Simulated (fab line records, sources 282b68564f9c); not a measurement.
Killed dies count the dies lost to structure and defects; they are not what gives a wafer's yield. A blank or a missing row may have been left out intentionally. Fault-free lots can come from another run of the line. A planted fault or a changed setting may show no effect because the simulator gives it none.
A lot that was struck, set against a sound lot ; flow ritCmos ; 43 steps out of a route of 202
Sound: these wafers, L626.1, L626.3, L626.4. Struck: wafer L638.6 (L638.1, L638.3, from the same lot, were not struck and are left out); the cause is given at the end.
Per side, at each step with rows, come the tool, then ch with its chambers, and then its first start. Under that, the readings that differ: sound wafers ; struck wafers ; difference of the means ; sigmas: that difference in standard deviations of wafers without a fault.
alike: words and numbers the same on both sides, and readings whose means are apart by under 2 such deviations; not compared: readings that were withheld, readings missing a value for some wafer, numbers with overlapping values and no deviation given by the record, and bounds like >300 which may hide the same value.
The two part at a step that has a row with sigmas, a row that says differs or no value, or rows on one side only. Numbers that have no deviation but don't overlap get no sigmas and don't part them. A reading missing from all wafers of one side parts the sides only when that side holds two or more wafers.

first, 1 step without rows for these wafers: RIT_NSD_IMPLANT_08.
RIT_NSD_STRIP_09: strips in O2, time 180 s.
  sound on plasmaAsher-04 ch 0,1, day 3 05:47; struck on plasmaAsher-02 ch 0, day 5 18:00
reading;sound;struck;difference;sigmas
drypumpMotorCurrentA (A);5.1 5.4 5.1;6.6;+1.4;+2
  not compared: rfHoursCounterH
RIT_NSD_TW_MEAS_10:
  sound on filmMetro-02, day 3 05:58; struck on filmMetro-04, day 5 18:10
  alike: NSD_TW
then, 6 steps without rows for these wafers: RIT_PSD_HMDS_00 (prime time 60 s); RIT_PSD_COAT_01 (resist thk 1000 nm); RIT_PSD_SOFTBAKE_02 (time 60 s); RIT_PSD_EXPOSE_03 (exposes mask M10, target cd 40900 nm); RIT_PSD_PEB_04; RIT_PSD_DEVELOP_05 (develop time 50 s).
RIT_PSD_OVL_MEAS_06:
  sound on overlay-01, day 3 06:52; struck on overlay-01, day 5 19:13
  alike: PSD_OVL
then, 2 steps without rows for these wafers: RIT_PSD_HARDBAKE_07 (time 60 s); RIT_PSD_IMPLANT_08.
RIT_PSD_STRIP_09: strips in O2, time 180 s.
  sound on plasmaAsher-01 ch 0,1, day 3 07:12; struck on plasmaAsher-01 ch 0, day 5 19:40
  alike: drypumpMotorCurrentA
  not compared: rfHoursCounterH
RIT_PSD_TW_MEAS_10:
  sound on filmMetro-04, day 3 07:23; struck on filmMetro-03, day 5 19:50
  alike: PSD_TW
then, 4 steps without rows for these wafers: RIT_SDANNEAL_CLEAN_00 (cleans in SC1, time 600 s); RIT_SDANNEAL_CLEAN_01 (cleans in dHF, time 30 s); RIT_SDANNEAL_CLEAN_02 (cleans in SC2, time 600 s); RIT_SDANNEAL_RTA_03 (time 5 s).
RIT_SDANNEAL_RS_MEAS_04: a four-point-probe measurement.
  sound on filmMetro-02, day 3 07:52; struck on filmMetro-03, day 5 20:19
reading;sound;struck;difference;sigmas
PSD_RS (ohm/sq);115.8 116.2 116.0;115.1;-0.9;-3
RIT_SDANNEAL_RS_MEAS_05: a four-point-probe measurement.
  sound on filmMetro-02, day 3 07:59; struck on filmMetro-03, day 5 20:26
  alike: NSD_RS
RIT_SDANNEAL_RS_MEAS_06: a four-point-probe measurement.
  sound on filmMetro-02, day 3 08:06; struck on filmMetro-03, day 5 20:34
  alike: PLDD_RS
RIT_SDANNEAL_RS_MEAS_07: a four-point-probe measurement.
  sound on filmMetro-02, day 3 08:13; struck on filmMetro-03, day 5 20:41
  alike: NLDD_RS
then, 1 step without rows for these wafers: RIT_SILICIDE_WET_ETCH_00 (etches SiO2 in BOE, target depth 14 nm, time 15 s).
RIT_SILICIDE_SPUTTER_01: material Ti, target thk 30 nm, time 240 s.
  sound on pvdSputter-01, day 3 08:22; struck on pvdSputter-01, day 5 20:49
  alike: throttleValvePct
RIT_SILICIDE_RS_MEAS_02: a four-point-probe measurement.
  sound on filmMetro-04, day 3 08:31; struck on filmMetro-01, day 5 20:58
  alike: SILICIDE_TI_RS
RIT_SILICIDE_THK_MEAS_03: measures by xrf.
  sound on filmMetro-04, day 3 08:38; struck on filmMetro-01, day 5 21:05
  alike: SILICIDE_TI_THK
then, 2 steps without rows for these wafers: RIT_SILICIDE_RTA_04 (time 10 s, ramp up 5 s, ramp down 5 s); RIT_SILICIDE_WET_ETCH_05 (etches Ti in SPM, time 120 s).
RIT_SILICIDE_RTA_06: time 10 s, ramp up 5 s, ramp down 10 s.
  sound on rtpAnneal-02 ch 0, day 3 08:50; struck on rtpAnneal-02 ch 0, day 5 21:15
  alike: wafer_temp_C_max
RIT_CONTACT_CVD_00: deposits SiO2 from TEOS, target thk 400 nm, time 61 s.
  sound on pecvd-03 ch 0,2, day 3 08:55; struck on pecvd-03 ch 1, day 5 21:19
  alike: heaterPowerW
RIT_CONTACT_THK_MEAS_01:
  sound on filmMetro-03, day 3 08:58; struck on filmMetro-02, day 5 21:22
  alike: CONTACT_TEOS_THK
then, 6 steps without rows for these wafers: RIT_CONTACT_HMDS_02 (prime time 60 s); RIT_CONTACT_COAT_03 (resist thk 1000 nm); RIT_CONTACT_SOFTBAKE_04 (time 60 s); RIT_CONTACT_EXPOSE_05 (exposes mask M11, target cd 1000 nm); RIT_CONTACT_PEB_06; RIT_CONTACT_DEVELOP_07 (develop time 120 s).
RIT_CONTACT_CD_MEAS_08: target cd 1000 nm.
  sound on cdSem-02, day 3 10:01; struck on cdSem-02, day 5 22:23
reading;sound;struck;difference;sigmas
cdNm (nm);1000.7 998.7 1000.4;1003.5;+3.6;+2
RIT_CONTACT_OVL_MEAS_09:
  sound on overlay-02, day 3 10:08; struck on overlay-02, day 5 22:31
  alike: CONTACT_OVL
then, 1 step without rows for these wafers: RIT_CONTACT_HARDBAKE_10 (time 60 s).
RIT_CONTACT_ETCH_11: etches SiO2 in CHF3/CF4/Ar, stops on TiSi2, target depth 480 nm, time 320 s.
  sound on rieDiel-04 ch 0,1,2, day 3 10:20; struck on rieDiel-04 ch 1, day 5 22:43
  alike: drypumpMotorCurrentA, oesProductAu, throttleValvePct
  not compared: rfHoursCounterH
then, 1 step without rows for these wafers: RIT_CONTACT_STRIP_12 (strips in O2, time 180 s).
RIT_M1_PROBE_99:
  sound on prober-02, day 3 16:35; struck on prober-02, day 6 04:38
reading;sound;struck;difference;sigmas
killedAtFrontEnd;11 11 8;23;+13;+4
killedDies;11 11 8;23;+13;+4
killedOnRim;2 3 1;10;+8;+6
  alike: killedAtContacts, killedOpen, killedShort

== WHERE THEY PART ==
First at RIT_NSD_STRIP_09; last, within this record, at RIT_M1_PROBE_99.

WHY: whatever the simulator had introduced
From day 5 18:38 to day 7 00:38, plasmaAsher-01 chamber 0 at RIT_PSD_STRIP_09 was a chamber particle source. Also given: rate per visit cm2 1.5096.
